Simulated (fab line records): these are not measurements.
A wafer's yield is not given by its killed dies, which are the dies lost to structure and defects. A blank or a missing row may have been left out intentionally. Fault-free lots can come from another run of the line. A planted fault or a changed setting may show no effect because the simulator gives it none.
Matching of chambers | flow berkeley-cmos170 | UCB170_PWELL_ETCH_14 on rie-diel-02 has 4 sister chambers
The step etches Si3N4 in CH3F/Ar/O2, stops on SiO2, target depth 242 nm, time 151 s. 14 wafers are shown with their chamber, then 7 later ones without.

## WAFERS, EACH WITH ITS CHAMBER
wafer  | chamber | throttle-valve-pct (%) | drypump-motor-current-A (A) | oes-product-au (a.u.)
L731.1 | 1       | 8.17                   | 5.6                         | 0.932
L731.4 | 0       | 8.03                   | 5.6                         | 0.941
L731.5 | 1       | 8.17                   | 5.6                         | 0.935
L732.1 | 3       | 8.16                   | 5.6                         | 0.968
L732.2 | 1       | 8.15                   | 5.6                         | 0.927
L732.5 | 0       | 8.04                   | 5.7                         | 0.939
L737.1 | 2       | 7.92                   | 5.9                         | 0.927
L737.2 | 3       | 8.18                   | 5.6                         | 0.968
L737.5 | 0       | 8.02                   | 5.7                         | 0.942
L738.3 | 2       | 7.92                   | 5.9                         | 0.926
L738.4 | 3       | 8.16                   | 5.6                         | 0.968
L738.5 | 0       | 8.05                   | 5.6                         | 0.930
L740.1 | 3       | 8.17                   | 5.6                         | 0.948
L740.2 | 2       | 7.93                   | 5.9                         | 0.929

SIGNATURES, as means of the wafers listed above
reading                 | chamber 0 | chamber 1 | chamber 2 | chamber 3 | scatter within a chamber
throttle-valve-pct      | 8.0350    | 8.1633    | 7.9233    | 8.1675    | 0.0105
drypump-motor-current-A | 5.650     | 5.600     | 5.900     | 5.600     | 0.0316
oes-product-au          | 0.93800   | 0.93133   | 0.92733   | 0.96300   | 0.00654
Rule: for each reading, subtract the chamber's mean from the wafer's reading, divide by that reading's scatter and square the result; add these up over the readings and take the root, which gives the wafer's distance from the chamber. If the next closest chamber is less than 2 further off than the closest, the wafer can't be placed; otherwise it belongs to the closest. The scatter: the root of (the sum of the squares of (reading less its chamber's mean) over the shown wafers, divided by (wafers less chambers)).

## WAFERS WITHOUT THEIR CHAMBER
wafer  | throttle-valve-pct (%) | drypump-motor-current-A (A) | oes-product-au (a.u.)
L740.5 | 8.17                   | 5.6                         | 0.922
L750.2 | 8.04                   | 5.7                         | 0.924
L750.3 | 8.15                   | 5.6                         | 0.929
L750.4 | 7.93                   | 5.8                         | 0.926
L753.1 | 8.04                   | 5.7                         | 0.937
L753.2 | 7.92                   | 5.9                         | 0.926
L753.3 | 8.17                   | 5.6                         | 0.938

## WHICH CHAMBER EACH WENT THROUGH
wafer  | from the rows above | in truth
L740.5 | 1                   | 1
L750.2 | 0                   | 0
L750.3 | 1                   | 1
L750.4 | 2                   | 2
L753.1 | 0                   | 0
L753.2 | 2                   | 2
L753.3 | 1                   | 1
Placed correctly: 7 of 7. Number that these rows cannot place: 0. Wrongly placed: 0.
